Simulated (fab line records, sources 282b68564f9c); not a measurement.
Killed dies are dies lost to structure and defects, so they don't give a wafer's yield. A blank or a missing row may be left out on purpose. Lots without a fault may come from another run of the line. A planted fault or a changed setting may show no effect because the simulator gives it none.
Which tool did it? | flow rit_cmos | 7 lots, 21 wafers sampled, at 4 steps of a route of 202

WHAT THE GAUGES READ, wafer by wafer
RIT_CONTACT_CD_MEAS_08: target cd 1000 nm.
lot  | measured    | on        | cd_nm (nm)
L279 | day 3 09:15 | cd_sem-01 | 1000.1 999.8 999.2
L282 | day 4 02:23 | cd_sem-02 | 998.0 997.6 999.4
L284 | day 4 14:46 | cd_sem-01 | 994.2 996.0 997.7
L286 | day 5 00:43 | cd_sem-02 | 1004.9 1002.6 1002.8
L289 | day 5 14:04 | cd_sem-02 | 1002.4 1003.3 1001.5
L294 | day 6 18:55 | cd_sem-02 | 980.4 981.9 979.9
L300 | day 8 00:38 | cd_sem-02 | 1001.5 1000.1 1000.1

WHICH TOOL RAN EACH LOT (tool, then ch and the chambers of the sampled wafers, then the start)
lot  | RIT_NLDD_STRIP_09                   | RIT_PSD_STRIP_09                    | RIT_CONTACT_DEVELOP_07
L279 | plasma_asher-01 ch 0,1, day 2 23:22 | plasma_asher-01 ch 0,1, day 3 06:25 | litho_track-04 ch 0, day 3 09:00
L282 | plasma_asher-04 ch 0,1, day 3 16:07 | plasma_asher-01 ch 0,1, day 3 23:16 | litho_track-03 ch 0, day 4 02:00
L284 | plasma_asher-02 ch 0,1, day 4 04:37 | plasma_asher-04 ch 0,1, day 4 11:38 | litho_track-04 ch 0, day 4 14:00
L286 | plasma_asher-04 ch 0,1, day 4 14:50 | plasma_asher-01 ch 0,1, day 4 22:00 | litho_track-03 ch 0, day 5 00:00
L289 | plasma_asher-04 ch 0,1, day 5 03:43 | plasma_asher-01 ch 0,1, day 5 11:16 | litho_track-03 ch 0, day 5 13:00
L294 | plasma_asher-02 ch 0,1, day 6 08:53 | plasma_asher-04 ch 0,1, day 6 16:01 | litho_track-03 ch 0, day 6 18:00
L300 | plasma_asher-04 ch 0,1, day 7 13:52 | plasma_asher-04 ch 0,1, day 7 21:44 | litho_track-04 ch 0, day 8 00:00
- RIT_NLDD_STRIP_09: strips in O2, time 180 s.
- RIT_PSD_STRIP_09: strips in O2, time 180 s.
- RIT_CONTACT_DEVELOP_07: develop time 120 s.

THE ANSWER, worked out from the rows above alone
Rule: what is usual is taken from the lots themselves. Put in order of their means at a reading, lots are off if they are a third of the lots or fewer, leave a main group of 4 or more, and stand apart from it by a gap of 3 or more times the standard deviation of the main group's means; of several such gaps the widest counts. A main group whose means are all the same, to the digits that the tables above print for the reading, isn't used. A lot without any number at a reading at which 4 lots or more have one is off too. The other lots that the step has rows for count as sound.
Off: L294, at RIT_CONTACT_CD_MEAS_08 (cd_nm). The main group: mean 1000.1 nm, standard deviation 2.5.
A tool fits if, at a process step before that reading, it ran every lot that is off, and no sound lot after the first of them. The gauges at RIT_CONTACT_CD_MEAS_08 are tried like those tools. Can't be told from this: 2 tools fit, plasma_asher-02 at RIT_NLDD_STRIP_09, litho_track-03 at RIT_CONTACT_DEVELOP_07.

WHAT THE SIMULATOR HAD PUT IN
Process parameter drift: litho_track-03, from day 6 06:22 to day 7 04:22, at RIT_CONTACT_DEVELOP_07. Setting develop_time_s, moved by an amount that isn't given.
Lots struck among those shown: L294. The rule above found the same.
